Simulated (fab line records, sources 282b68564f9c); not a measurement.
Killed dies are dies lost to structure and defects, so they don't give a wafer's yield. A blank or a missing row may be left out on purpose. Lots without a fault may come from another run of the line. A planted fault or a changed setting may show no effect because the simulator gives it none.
A sampling plan put to the test | flow rit_cmos | one fab line, 8 faults that these records tell of, each judged on the records of the lots that it struck
The plan is the line's own looks: the steps of the route at which a gauge or an inspection reads the wafer and doesn't change it. A look can be judged if struck wafers have a number there and the file gives its usual mean and standard deviation on fault-free wafers. Caught: at a look after the fault's first step, the mean of the struck wafers lies 4 or more of those standard deviations (sigma) from the usual mean. On the tool: the same test on the tool's own readings at the fault's steps. Another recipe on the struck wafers, or a record that is blank for them alone, also counts as caught.

THE FAULTS, as the simulator had put them in
1. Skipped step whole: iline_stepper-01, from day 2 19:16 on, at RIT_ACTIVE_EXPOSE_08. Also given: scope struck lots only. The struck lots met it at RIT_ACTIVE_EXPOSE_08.
2. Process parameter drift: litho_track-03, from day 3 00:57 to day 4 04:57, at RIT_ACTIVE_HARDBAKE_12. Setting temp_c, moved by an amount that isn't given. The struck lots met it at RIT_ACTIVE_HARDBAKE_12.
3. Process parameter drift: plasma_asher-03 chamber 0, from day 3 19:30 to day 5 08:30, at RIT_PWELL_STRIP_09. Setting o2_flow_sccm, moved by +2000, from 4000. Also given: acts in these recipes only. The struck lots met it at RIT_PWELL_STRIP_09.
4. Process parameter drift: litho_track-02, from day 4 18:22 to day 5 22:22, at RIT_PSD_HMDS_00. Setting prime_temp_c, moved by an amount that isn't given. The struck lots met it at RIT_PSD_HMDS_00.
5. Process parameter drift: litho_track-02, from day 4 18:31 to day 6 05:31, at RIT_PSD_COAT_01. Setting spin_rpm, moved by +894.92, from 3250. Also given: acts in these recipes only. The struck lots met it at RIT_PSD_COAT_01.
6. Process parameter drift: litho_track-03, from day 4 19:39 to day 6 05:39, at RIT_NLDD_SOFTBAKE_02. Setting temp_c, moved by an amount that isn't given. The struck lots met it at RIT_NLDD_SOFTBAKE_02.
7. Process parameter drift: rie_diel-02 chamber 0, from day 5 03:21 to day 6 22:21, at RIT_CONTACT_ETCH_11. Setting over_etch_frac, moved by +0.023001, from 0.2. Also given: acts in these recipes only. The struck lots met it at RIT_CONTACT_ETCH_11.
8. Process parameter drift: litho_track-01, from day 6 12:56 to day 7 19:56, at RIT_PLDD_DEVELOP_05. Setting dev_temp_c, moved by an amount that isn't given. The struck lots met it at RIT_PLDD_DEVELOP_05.

WHAT THE PLAN SAW
fault | on the tool itself                       | first look that catches it     | reading, sigma | median hours from its first step to that look | hours from the fault's start to the first struck lot there | judged looks passed uncaught
1     | no reading that can be judged            | no look after it can be judged | -              | -                                             | -                                                          | 0
2     | heater_power_total_W +99 or beyond sigma | no look after it can be judged | -              | -                                             | -                                                          | 0
3     | o2_flow_sccm +99 or beyond sigma         | no look after it can be judged | -              | -                                             | -                                                          | 0
4     | prime_temp_c +72 sigma                   | no look after it can be judged | -              | -                                             | -                                                          | 0
5     | spin_speed_rpm +99 or beyond sigma       | no look after it can be judged | -              | -                                             | -                                                          | 0
6     | heater_power_total_W -40 sigma           | no look after it can be judged | -              | -                                             | -                                                          | 0
7     | under 2 sigma                            | no look after it can be judged | -              | -                                             | -                                                          | 0
8     | developer_temp_C -22 sigma               | no look after it can be judged | -              | -                                             | -                                                          | 0
A dash: the fault isn't caught, or these records don't give the number.

Caught at a look: 0 of 8. Caught on the tool: 6 of 8. By one or the other: 6 of 8.
Caught on the tool alone: faults 2, 3, 4, 5, 6, 8.
Caught by neither: faults 1, 7.
